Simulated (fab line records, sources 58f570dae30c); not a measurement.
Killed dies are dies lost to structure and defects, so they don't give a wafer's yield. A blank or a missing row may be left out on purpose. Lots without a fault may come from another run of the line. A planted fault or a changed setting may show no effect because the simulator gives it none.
fab line records | flow berkeley_cmos170
record lots=5 wafers=23
route steps=331 shown NWELL@18 PWELL@36 ACTIVE@68 PFIELD@86 GATE@133 SPACER@171
start_h: hours from the record's first day to the start of the lot's first wafer shown | wait_h: hours since the lot's step before | " the same as in the row above | L1.1+2: a row that stands for several wafers | - no value, or no start given | * or withheld: withheld | < > ~ a bound
route shown NAME@n: a module of which the file shows steps, and the number in the route of the first | usual: mean/standard deviation of fault-free wafers | same: alike in all rows | chamber/n: place in a boat | sites: the reading at each site | _std_site: their standard deviation | _edge_site: outer sites' mean less inner sites' | radius_mm: how far each site lies from the wafer's centre | mask NAME#n: copy n | behind: the tool/chamber that last shaped the wafer | hold: why the lot was held/for how many hours/how that ended | device: the transistor (n, p or np) that didn't switch | end of line: the same wafers' tests at the end of the route | a step without rows: its recipe alone | killed: dies lost to structure and defects at the first sort, not the wafer's yield | map: a wafer's dies, x killed, . not, _ none there
set.NAME: the setting as run; set.NAME@STEP: as run at that earlier step | model.NAME: the simulator's own value behind a step, which no gauge read
lots whose settings were changed on purpose; a table a step, a row a wafer
## steps
# step UCB170_NWELL_CVD_04
# recipe material=Si3N4 target_thk_nm=224 temp_c=800 precursor=SiH2Cl2/NH3 time_s=3360 pressure_mtorr=200 sih2cl2_flow_sccm=25 nh3_flow_sccm=75
# columns lot.wafer tool chamber start_h wait_h set.temp_c model.Si3N4_of_NWELL_CVD_04.thk_nm
L075.1 - - - 0.0 819.9 320.4
L075.2 " - " " 819.9 321.6
L075.4 " - " " 819.9 320.8
L075.5 " - " " 819.9 322.3
L075.6 " - " " 819.9 320.5
L076.1 - - - 0.0 786.1 172.1
L076.2 " - " " 786.1 170.8
L076.3 " - " " 786.1 174
L076.4 " - " " 786.1 172.9
L076.6 " - " " 786.1 173.2
L080.1 - - - 0.0 788.6 183
L080.2 " - " " 788.6 181.2
L080.3 " - " " 788.6 181
L080.4 " - " " 788.6 181.9
L080.6 " - " " 788.6 180
L082.1 - - - 0.0 800 222.6
L082.3 " - " " 800 222.1
L082.4 " - " " 800 221.5
L082.5 " - " " 800 224.2
L082.6 " - " " 800 222.5
L085.1 lpcvd-02 0 75.37 0.0 800 226.7
L085.2 " 0 " " 800 228.8
L085.4 " 0 " " 800 225.8
# step UCB170_NWELL_THK_MEAS_05
# recipe reads=Si3N4_of_NWELL_CVD_04
# usual NWELL_NITRIDE_THK=224.4/1.7
# columns lot.wafer tool chamber start_h wait_h set.temp_c@NWELL_CVD_04 NWELL_NITRIDE_THK[nm]
L075.1 film_metro-02 - - - 819.9 320.3
L075.2 " - " " 819.9 321.8
L075.4 " - " " 819.9 320.7
L075.5 " - " " 819.9 322.4
L075.6 " - " " 819.9 320.6
L076.1 film_metro-04 - - - 786.1 172.3
L076.2 " - " " 786.1 170.8
L076.3 " - " " 786.1 173.9
L076.4 " - " " 786.1 173.0
L076.6 " - " " 786.1 173.2
L080.1 film_metro-04 - - - 788.6 182.8
L080.2 " - " " 788.6 181.2
L080.3 " - " " 788.6 180.9
L080.4 " - " " 788.6 182.1
L080.6 " - " " 788.6 180.1
L082.1 film_metro-02 - - - 800 222.4
L082.3 " - " " 800 222.1
L082.4 " - " " 800 221.4
L082.5 " - " " 800 224.1
L082.6 " - " " 800 222.4
L085.1 film_metro-02 - 77.30 0.0 800 226.6
L085.2 " - " " 800 228.8
L085.4 " - " " 800 225.8
# step UCB170_NWELL_PEB_10
# recipe peb_temp_c=130 peb_time_s=withheld resist=KrF
# columns lot.wafer tool chamber start_h wait_h set.peb_temp_c
L075.1+2+4+5+6 litho_track-04 0 36.28 0.4 130
L076.1+4 litho_track-03 0 45.95 0.1 131.2
L076.2+3+6 " 0 " " 130
L082.1+3+6 litho_track-04 0 - - 127.6
L082.4+5 " 0 " " 130
L080.1+6 litho_track-04 0 66.49 0.9 127.6
L080.2+3+4 " 0 " " 130
L085.1+2+4 litho_track-03 0 78.45 0.1 130
# step UCB170_NWELL_DEVELOP_11
# recipe developer=TMAH develop_time_s=45 resist=KrF dev_temp_c=21
# step UCB170_NWELL_ETCH_13
# recipe chemistry=CH3F/Ar/O2 target=Si3N4 stop_on=SiO2 CH3F_flow_sccm=20 Ar_flow_sccm=50 O2_flow_sccm=7 pressure_mtorr=50 rf_w=450 target_depth_a=2464 over_etch_frac=0.1 time_s=154
# usual oes_product_au=0.938/0.016
# columns lot.wafer tool chamber start_h wait_h set.temp_c@NWELL_CVD_04 set.peb_temp_c@NWELL_PEB_10 oes_product_au model.NWELL.cd_nm
L075.1 rie_diel-03 0 36.59 0.0 819.9 130 1.017 2999
L075.2 " 1 " " 819.9 130 1.008 2999
L075.4 " 0 " " 819.9 130 1.020 2999
L075.5 " 1 " " 819.9 130 1.004 2999
L075.6 " 3 " " 819.9 130 0.994 2999
L076.1 rie_diel-04 2 46.26 0.0 786.1 131.2 0.819 3008
L076.2 " 0 " " 786.1 130 0.793 2998
L076.3 " 3 " " 786.1 130 0.798 2998
L076.4 " 3 " " 786.1 131.2 0.799 3008
L076.6 " 2 " " 786.1 130 0.822 2999
L082.1 rie_diel-04 3 66.52 0.0 800 127.6 0.922 -
L082.3 " 3 " " 800 127.6 0.920 2985
L082.4 " 3 " " 800 130 0.915 3002
L082.5 " 3 " " 800 130 0.932 -
L082.6 " 3 " " 800 127.6 0.931 2984
L080.1 rie_diel-03 0 66.80 0.0 788.6 127.6 0.854 2984
L080.2 " 3 " " 788.6 130 0.822 3001
L080.3 " 2 " " 788.6 130 0.827 3001
L080.4 " 1 " " 788.6 130 0.842 3001
L080.6 " 0 " " 788.6 127.6 0.848 2984
L085.1 rie_diel-02 2 78.76 0.0 800 130 0.952 3000
L085.2 " 1 " " 800 130 0.958 3001
L085.4 " 0 " " 800 130 0.923 3000
# step UCB170_PWELL_OXIDATION_02
# recipe temp_c=1000 ambient=O2 target_thk_a=264 ox_time_s=1260
# columns lot.wafer tool chamber start_h wait_h set.temp_c model.SiO2_of_PWELL_OXIDATION_02.thk_nm
L075.1 - - - 1.1 982.6 22.47
L075.2 " - " " 982.6 22.51
L075.4 " - " " 982.6 22.2
L075.5 " - " " 982.6 22.34
L075.6 " - " " 982.6 21.96
L076.1 - - - 3.5 1023 31.75
L076.2 " - " " 1023 32.21
L076.3 " - " " 1023 31.94
L076.4 " - " " 1023 32.56
L076.6 " - " " 1023 32.35
L082.1 - - - 1.1 1021 31.65
L082.3 " - " " 1021 32.32
L082.4 " - " " 1021 32.2
L082.5 " - " " 1021 31.93
L082.6 " - " " 1021 32.05
L080.1 - - - 2.2 987.9 22.91
L080.2 " - " " 987.9 22.36
L080.3 " - " " 987.9 22.59
L080.4 " - " " 987.9 23.12
L080.6 " - " " 987.9 22.68
L085.1 furnace-02 0 88.27 0.3 1000 26.57
L085.2 " 0 " " 1000 26.72
L085.4 " 0 " " 1000 26.15
# step UCB170_PWELL_THK_MEAS_03
# recipe reads=SiO2_of_PWELL_OXIDATION_02
# usual PWELL_OXIDE_THK=26.5/0.39
# columns lot.wafer tool chamber start_h wait_h set.temp_c@PWELL_OXIDATION_02 PWELL_OXIDE_THK[nm]
L075.1 film_metro-03 - - - 982.6 22.5
L075.2 " - " " 982.6 22.5
L075.4 " - " " 982.6 22.2
L075.5 " - " " 982.6 22.4
L075.6 " - " " 982.6 22.0
L076.1 film_metro-04 - - - 1023 31.8
L076.2 " - " " 1023 32.2
L076.3 " - " " 1023 32.0
L076.4 " - " " 1023 32.6
L076.6 " - " " 1023 32.3
L082.1 film_metro-04 - - - 1021 31.6
L082.3 " - " " 1021 32.3
L082.4 " - " " 1021 32.3
L082.5 " - " " 1021 31.9
L082.6 " - " " 1021 32.1
L080.1 film_metro-04 - - - 987.9 22.9
L080.2 " - " " 987.9 22.3
L080.3 " - " " 987.9 22.6
L080.4 " - " " 987.9 23.2
L080.6 " - " " 987.9 22.7
L085.1 film_metro-04 - 89.62 0.0 1000 26.5
L085.2 " - " " 1000 26.7
L085.4 " - " " 1000 26.2
# step UCB170_PWELL_DEVELOP_12
# recipe developer=TMAH develop_time_s=45 resist=KrF dev_temp_c=21
# columns lot.wafer tool chamber start_h wait_h set.develop_time_s
L075.1+4+6 litho_track-01 0 - - 45
L075.2+5 " 0 " " 49.35
L076.1+3+6 litho_track-04 0 - - 48.59
L076.2+4 " 0 " " 45
L082.1+3+4+5+6 litho_track-04 0 - - 45
L080.1+3+4 litho_track-01 0 - - 45
L080.2+6 " 0 " " 47.6
L085.1+2+4 litho_track-01 0 - - 45
# step UCB170_PWELL_ETCH_14
# recipe chemistry=CH3F/Ar/O2 target=Si3N4 stop_on=SiO2 CH3F_flow_sccm=20 Ar_flow_sccm=50 O2_flow_sccm=7 pressure_mtorr=50 rf_w=450 target_depth_a=2420 over_etch_frac=0.1 time_s=151
# columns lot.wafer tool chamber start_h wait_h set.temp_c@PWELL_OXIDATION_02 model.SiO2_of_PWELL_OXIDATION_02.thk_nm
L075.1 rie_diel-03 3 56.43 0.0 982.6 18.7
L075.2 " 2 " " 982.6 18.55
L075.4 " 0 " " 982.6 17.91
L075.5 " 0 " " 982.6 18.04
L075.6 " 3 " " 982.6 18.2
L076.1 rie_diel-03 0 62.52 0.0 1023 27.46
L076.2 " 3 " " 1023 28.51
L076.3 " 1 " " 1023 27.52
L076.4 " 2 " " 1023 28.61
L076.6 " 2 " " 1023 28.41
L082.1 rie_diel-03 2 86.42 0.0 1021 27.72
L082.3 " 1 " " 1021 27.9
L082.4 " 3 " " 1021 28.53
L082.5 " 3 " " 1021 28.22
L082.6 " 2 " " 1021 28.09
L080.1 rie_diel-04 0 88.31 0.0 987.9 19.35
L080.2 " 1 " " 987.9 18.77
L080.3 " 3 " " 987.9 19.02
L080.4 " 0 " " 987.9 19.57
L080.6 " 1 " " 987.9 19.06
L085.1 rie_diel-04 0 94.07 0.0 1000 22.97
L085.2 " 3 " " 1000 23.11
L085.4 " 1 " " 1000 22.52
# step UCB170_ACTIVE_COAT_08
# recipe resist=KrF spin_rpm=1500 resist_thk_nm=900
# columns lot.wafer tool chamber start_h wait_h set.resist_thk_nm model.KrF_of_ACTIVE_COAT_08.thk_nm
L075.1 litho_track-02 0 85.05 0.1 851.9 852.6
L075.2 " 0 " " 900 898.2
L075.4 " 0 " " 851.9 849.5
L075.5 " 0 " " 900 897.5
L075.6 " 0 " " 900 898.4
L076.1 litho_track-04 0 90.54 0.1 900 902.9
L076.2 " 0 " " 900 902.1
L076.3 " 0 " " 925.2 928.1
L076.4 " 0 " " 925.2 928.3
L076.6 " 0 " " 900 904
L082.1 litho_track-04 0 108.89 0.1 900 899.6
L082.3 " 0 " " 852.4 853
L082.4 " 0 " " 852.4 850.4
L082.5 " 0 " " 900 898.7
L082.6 " 0 " " 852.4 851.6
L080.1 litho_track-01 0 116.33 0.1 900 900.3
L080.2 " 0 " " 900 900.1
L080.3 " 0 " " 900 899.4
L080.4 " 0 " " 900 897.3
L080.6 " 0 " " 900 897.4
L085.1 litho_track-02 0 116.78 0.1 900 897.4
L085.2 " 0 " " 900 897.1
L085.4 " 0 " " 900 897.7
# step UCB170_ACTIVE_ETCH_15
# recipe chemistry=CH3F/Ar/O2 target=Si3N4 stop_on=SiO2 CH3F_flow_sccm=20 Ar_flow_sccm=50 O2_flow_sccm=7 pressure_mtorr=50 rf_w=450 target_depth_a=2420 over_etch_frac=0.1 time_s=151
# columns lot.wafer tool chamber start_h wait_h set.time_s set.resist_thk_nm@ACTIVE_COAT_08 model.KrF_of_ACTIVE_COAT_08.thk_nm model.etch.depth_nm
L075.1 rie_diel-02 2 86.08 0.0 151 851.9 674.5 218.6
L075.2 " 1 " " 163.7 900 703.9 220.6
L075.4 " 0 " " 163.7 851.9 660.9 -
L075.5 " 1 " " 163.7 900 703.2 -
L075.6 " 0 " " 151 900 724.3 219.7
L076.1 rie_diel-01 3 91.72 0.0 151 900 723.1 -
L076.2 " 0 " " 151 900 728.2 -
L076.3 " 1 " " 151 925.2 756.9 222.2
L076.4 " 3 " " 151 925.2 748.6 -
L076.6 " 0 " " 151 900 730.1 221.6
L082.1 rie_diel-04 1 109.86 0.0 151 900 727.7 220
L082.3 " 3 " " 151 852.4 681.4 220.7
L082.4 " 0 " " 158.8 852.4 671.3 221.8
L082.5 " 0 " " 151 900 728.2 220.4
L082.6 " 3 " " 158.8 852.4 672 220.7
L080.1 rie_diel-02 2 117.61 0.0 129.2 900 746.9 208.7
L080.2 " 3 " " 129.2 900 746.7 208.8
L080.3 " 0 " " 151 900 725.7 224.8
L080.4 " 1 " " 151 900 715.7 224.6
L080.6 " 1 " " 151 900 717.5 224.8
L085.1 rie_diel-04 0 117.91 0.0 151 900 726.4 221
L085.2 " 2 " " 151 900 720.3 219.8
L085.4 " 1 " " 151 900 725.2 218.2
# step UCB170_ACTIVE_STRIP_16
# recipe chemistry=O2 power_w=400 pressure_mtorr=3500 platen_temp_c=withheld o2_flow_sccm=400 overash_fraction=0.5
# usual strip_time_to_endpoint_s=18.10/0.095
# columns lot.wafer tool chamber start_h wait_h set.resist_thk_nm@ACTIVE_COAT_08 set.time_s@ACTIVE_ETCH_15 strip_time_to_endpoint_s
L075.1 plasma_asher-03 0 86.18 0.1 851.9 151 16.89
L075.2 " 1 " " 900 163.7 17.60
L075.4 " 1 " " 851.9 163.7 16.55
L075.5 " 0 " " 900 163.7 17.59
L075.6 " 1 " " 900 151 18.09
L076.1 plasma_asher-04 1 91.82 0.1 900 151 18.07
L076.2 " 0 " " 900 151 18.16
L076.3 " 0 " " 925.2 151 18.86
L076.4 " 1 " " 925.2 151 18.65
L076.6 " 0 " " 900 151 18.22
L082.1 plasma_asher-02 1 109.96 0.1 900 151 18.16
L082.3 " 0 " " 852.4 151 17.06
L082.4 " 1 " " 852.4 158.8 16.82
L082.5 " 1 " " 900 151 18.18
L082.6 " 0 " " 852.4 158.8 16.82
L080.1 plasma_asher-04 0 117.71 0.1 900 129.2 18.63
L080.2 " 1 " " 900 129.2 18.61
L080.3 " 0 " " 900 151 18.11
L080.4 " 1 " " 900 151 17.86
L080.6 " 1 " " 900 151 17.92
L085.1 plasma_asher-04 1 118.01 0.1 900 151 18.13
L085.2 " 0 " " 900 151 17.99
L085.4 " 1 " " 900 151 18.11
# step UCB170_PFIELD_IMPLANT_07
# recipe species=B dose_cm2=2e+13 energy_kev=80 tilt_deg=7
# columns lot.wafer tool chamber start_h wait_h set.dose_cm2
L075.1+2+4+5+6 implanter-04 0 88.52 0.0 2e+13
L076.1+2 implanter-03 0 94.34 0.0 2.063e+13
L076.3+4+6 " 0 " " 2e+13
L082.1+4 implanter-01 0 111.74 0.0 2e+13
L082.3+5+6 " 0 " " 1.88e+13
L080.1+4+6 implanter-01 0 120.25 0.0 2.109e+13
L080.2+3 " 0 " " 2e+13
L085.1+2+4 implanter-04 0 120.57 0.0 2e+13
# step UCB170_PFIELD_STRIP_08
# recipe chemistry=O2 power_w=400 pressure_mtorr=3500 platen_temp_c=withheld o2_flow_sccm=400 overash_fraction=0.5
# step UCB170_PFIELD_TW_MEAS_09
# usual PFIELD_TW=593.8/2.7
# columns lot.wafer tool chamber start_h wait_h set.dose_cm2@PFIELD_IMPLANT_07 PFIELD_TW
L075.1 film_metro-02 - 88.77 0.1 2e+13 594.2
L075.2 " - " " 2e+13 597.2
L075.4 " - " " 2e+13 597.3
L075.5 " - " " 2e+13 595.8
L075.6 " - " " 2e+13 594.4
L076.1 film_metro-02 - 94.59 0.1 2.063e+13 600.5
L076.2 " - " " 2.063e+13 604.0
L076.3 " - " " 2e+13 597.9
L076.4 " - " " 2e+13 596.9
L076.6 " - " " 2e+13 596.6
L082.1 film_metro-04 - 111.99 0.1 2e+13 590.1
L082.3 " - " " 1.88e+13 579.5
L082.4 " - " " 2e+13 589.9
L082.5 " - " " 1.88e+13 578.7
L082.6 " - " " 1.88e+13 578.3
L080.1 film_metro-03 - 120.50 0.1 2.109e+13 606.3
L080.2 " - " " 2e+13 594.9
L080.3 " - " " 2e+13 596.6
L080.4 " - " " 2.109e+13 602.0
L080.6 " - " " 2.109e+13 607.8
L085.1 film_metro-04 - 120.82 0.1 2e+13 594.3
L085.2 " - " " 2e+13 595.2
L085.4 " - " " 2e+13 594.9
# step UCB170_GATE_COAT_07
# recipe resist=KrF spin_rpm=1500 resist_thk_nm=900
# columns lot.wafer tool chamber start_h wait_h set.spin_rpm model.KrF_of_GATE_COAT_07.thk_nm
L075.1 litho_track-02 0 - - 1500 898
L075.2 " 0 " " 1401 934.2
L075.4 " 0 " " 1401 928.3
L075.5 " 0 " " 1500 896.1
L075.6 " 0 " " 1500 896.5
L076.1 litho_track-04 0 - - 1390 931
L076.2 " 0 " " 1500 895.5
L076.3 " 0 " " 1500 897.4
L076.4 " 0 " " 1390 935.4
L076.6 " 0 " " 1500 899.7
L082.1 litho_track-01 0 - - 1500 902.6
L082.3 " 0 " " 1575 879.4
L082.4 " 0 " " 1575 879.5
L082.5 " 0 " " 1575 878.3
L082.6 " 0 " " 1500 902.5
L085.1 litho_track-02 0 - - 1500 898.7
L085.2 " 0 " " 1500 897.1
L085.4 " 0 " " 1500 900.1
L080.1 litho_track-04 0 - - 1581 877.8
L080.2 " 0 " " 1581 878.7
L080.3 " 0 " " 1500 904.2
L080.4 " 0 " " 1500 901.3
L080.6 " 0 " " 1581 877.3
# step UCB170_SPACER_CVD_00
# recipe material=SiO2 target_thk_nm=376 temp_c=390 precursor=TEOS/O2 time_s=47 rf_w=550 pressure_mtorr=9000
# columns lot.wafer tool chamber start_h wait_h set.time_s model.SiO2_of_SPACER_CVD_00.thk_nm
L075.1 pecvd-01 0 134.38 0.0 47 369.4
L075.2 " 1 " " 47 375.7
L075.4 " 1 " " 49.64 395.1
L075.5 " 0 " " 49.64 401.9
L075.6 " 2 " " 47 378.3
L076.1 pecvd-02 1 140.65 0.0 52.09 418.5
L076.2 " 2 " " 52.09 420.8
L076.3 " 0 " " 47 373.3
L076.4 " 2 " " 47 388
L076.6 " 1 " " 52.09 423.5
L082.1 pecvd-01 0 160.16 0.0 47 367.7
L082.3 " 1 " " 50.88 402.5
L082.4 " 2 " " 47 378.1
L082.5 " 0 " " 50.88 406
L082.6 " 1 " " 50.88 411.1
L085.1 pecvd-01 0 166.53 0.0 47 368.6
L085.2 " 2 " " 47 369.5
L085.4 " 1 " " 47 381.4
L080.1 pecvd-04 2 167.13 0.0 53.92 429.9
L080.2 " 1 " " 47 386.8
L080.3 " 0 " " 47 372
L080.4 " 0 " " 53.92 434.8
L080.6 " 1 " " 53.92 442.5
# step UCB170_SPACER_THK_MEAS_01
# recipe reads=SiO2_of_SPACER_CVD_00
# usual SPACER_TEOS_THK=376/5.1
# columns lot.wafer tool chamber start_h wait_h set.time_s@SPACER_CVD_00 SPACER_TEOS_THK[nm]
L075.1 film_metro-04 - 134.42 0.0 47 369
L075.2 " - " " 47 376
L075.4 " - " " 49.64 395
L075.5 " - " " 49.64 402
L075.6 " - " " 47 379
L076.1 film_metro-03 - 140.69 0.0 52.09 418
L076.2 " - " " 52.09 421
L076.3 " - " " 47 373
L076.4 " - " " 47 388
L076.6 " - " " 52.09 423
L082.1 film_metro-03 - 160.20 0.0 47 367
L082.3 " - " " 50.88 402
L082.4 " - " " 47 378
L082.5 " - " " 50.88 406
L082.6 " - " " 50.88 411
L085.1 film_metro-04 - 166.58 0.0 47 369
L085.2 " - " " 47 370
L085.4 " - " " 47 381
L080.1 film_metro-03 - 167.17 0.0 53.92 430
L080.2 " - " " 47 387
L080.3 " - " " 47 372
L080.4 " - " " 53.92 435
L080.6 " - " " 53.92 442
# step UCB170_SPACER_ANNEAL_02
# recipe temp_c=900 time_s=1800 ambient=N2
# step UCB170_SPACER_ETCHBACK_03
# recipe stop_on=Si target=SiO2 chemistry=CHF3/CF4/Ar CHF3_flow_sccm=50 cf4_flow_sccm=10 Ar_flow_sccm=120 pressure_mtorr=200 rf_w=500 target_depth_a=3760 time_s=100
# usual oes_product_au=0.896/0.014
# columns lot.wafer tool chamber start_h wait_h set.time_s@SPACER_CVD_00 oes_product_au model.etch.depth_nm
L075.1 rie_diel-02 0 138.31 0.0 47 0.866 369.4
L075.2 " 3 " " 47 0.897 375.7
L075.4 " 2 " " 49.64 0.947 -
L075.5 " 1 " " 49.64 0.943 -
L075.6 " 0 " " 47 0.873 378.3
L076.1 rie_diel-02 0 144.08 0.0 52.09 0.944 -
L076.2 " 2 " " 52.09 0.975 -
L076.3 " 3 " " 47 0.890 373.3
L076.4 " 1 " " 47 0.922 -
L076.6 " 0 " " 52.09 0.950 422
L082.1 rie_diel-04 2 164.89 0.0 47 0.892 367.7
L082.3 " 1 " " 50.88 0.955 402.5
L082.4 " 3 " " 47 0.894 378.1
L082.5 " 3 " " 50.88 0.937 406
L082.6 " 0 " " 50.88 0.945 411.1
L085.1 rie_diel-03 1 169.71 0.0 47 0.895 368.6
L085.2 " 0 " " 47 0.881 369.5
L085.4 " 3 " " 47 0.901 381.4
L080.1 rie_diel-02 0 169.79 0.1 53.92 0.957 426.2
L080.2 " 3 " " 47 0.922 386.8
L080.3 " 1 " " 47 0.900 372
L080.4 " 2 " " 53.92 0.990 433.6
L080.6 " 1 " " 53.92 0.995 438.4
## key
split step=UCB170_NWELL_CVD_04 setting=temp_c stated=800 by=lot
response step=UCB170_NWELL_CVD_04 reading=model.Si3N4_of_NWELL_CVD_04.thk_nm change=+35.2 per=1% r=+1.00
response step=UCB170_NWELL_THK_MEAS_05 reading=NWELL_NITRIDE_THK change=+35.2 per=1% r=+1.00
response step=UCB170_NWELL_ETCH_13 reading=oes_product_au change=+0.0468 per=1% r=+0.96
split step=UCB170_NWELL_PEB_10 setting=peb_temp_c stated=130 by=wafer
response step=UCB170_NWELL_ETCH_13 reading=model.NWELL.cd_nm change=+9.35 per=1% r=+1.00
split step=UCB170_PWELL_OXIDATION_02 setting=temp_c stated=1000 by=lot
response step=UCB170_PWELL_OXIDATION_02 reading=model.SiO2_of_PWELL_OXIDATION_02.thk_nm change=+2.58 per=1% r=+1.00
response step=UCB170_PWELL_THK_MEAS_03 reading=PWELL_OXIDE_THK change=+2.58 per=1% r=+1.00
response step=UCB170_PWELL_ETCH_14 reading=model.SiO2_of_PWELL_OXIDATION_02.thk_nm change=+2.53 per=1% r=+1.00
split step=UCB170_PWELL_DEVELOP_12 setting=develop_time_s stated=45 by=wafer
response none clear
split step=UCB170_ACTIVE_COAT_08 setting=resist_thk_nm stated=900 by=wafer
response step=UCB170_ACTIVE_COAT_08 reading=model.KrF_of_ACTIVE_COAT_08.thk_nm change=+8.9 per=1% r=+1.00
response step=UCB170_ACTIVE_ETCH_15 reading=model.KrF_of_ACTIVE_COAT_08.thk_nm change=+9.02 per=1% r=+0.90
response step=UCB170_ACTIVE_STRIP_16 reading=strip_time_to_endpoint_s change=* per=1% r=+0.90
split step=UCB170_ACTIVE_ETCH_15 setting=time_s stated=151 by=wafer
response step=UCB170_ACTIVE_ETCH_15 reading=model.etch.depth_nm shape=bent at_lowest=208.8 at_stated=221.3 at_highest=220.6
response step=UCB170_ACTIVE_ETCH_15 reading=model.KrF_of_ACTIVE_COAT_08.thk_nm slope=-1.94 per=1% together_with=resist_thk_nm@ACTIVE_COAT_08 explained=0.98
response step=UCB170_ACTIVE_STRIP_16 reading=strip_time_to_endpoint_s slope=* per=1% together_with=resist_thk_nm@ACTIVE_COAT_08 explained=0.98
split step=UCB170_PFIELD_IMPLANT_07 setting=dose_cm2 stated=2e+13 by=wafer
response step=UCB170_PFIELD_TW_MEAS_09 reading=PFIELD_TW change=+1.8 per=1% r=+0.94
split step=UCB170_GATE_COAT_07 setting=spin_rpm stated=1500 by=wafer
response step=UCB170_GATE_COAT_07 reading=model.KrF_of_GATE_COAT_07.thk_nm change=-4.88 per=1% r=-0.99
split step=UCB170_SPACER_CVD_00 setting=time_s stated=47 by=wafer
response step=UCB170_SPACER_CVD_00 reading=model.SiO2_of_SPACER_CVD_00.thk_nm change=+3.87 per=1% r=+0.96
response step=UCB170_SPACER_THK_MEAS_01 reading=SPACER_TEOS_THK change=+3.86 per=1% r=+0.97
response step=UCB170_SPACER_ETCHBACK_03 reading=oes_product_au change=+0.0055 per=1% r=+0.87
response step=UCB170_SPACER_ETCHBACK_03 reading=model.etch.depth_nm change=+3.84 per=1% r=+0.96
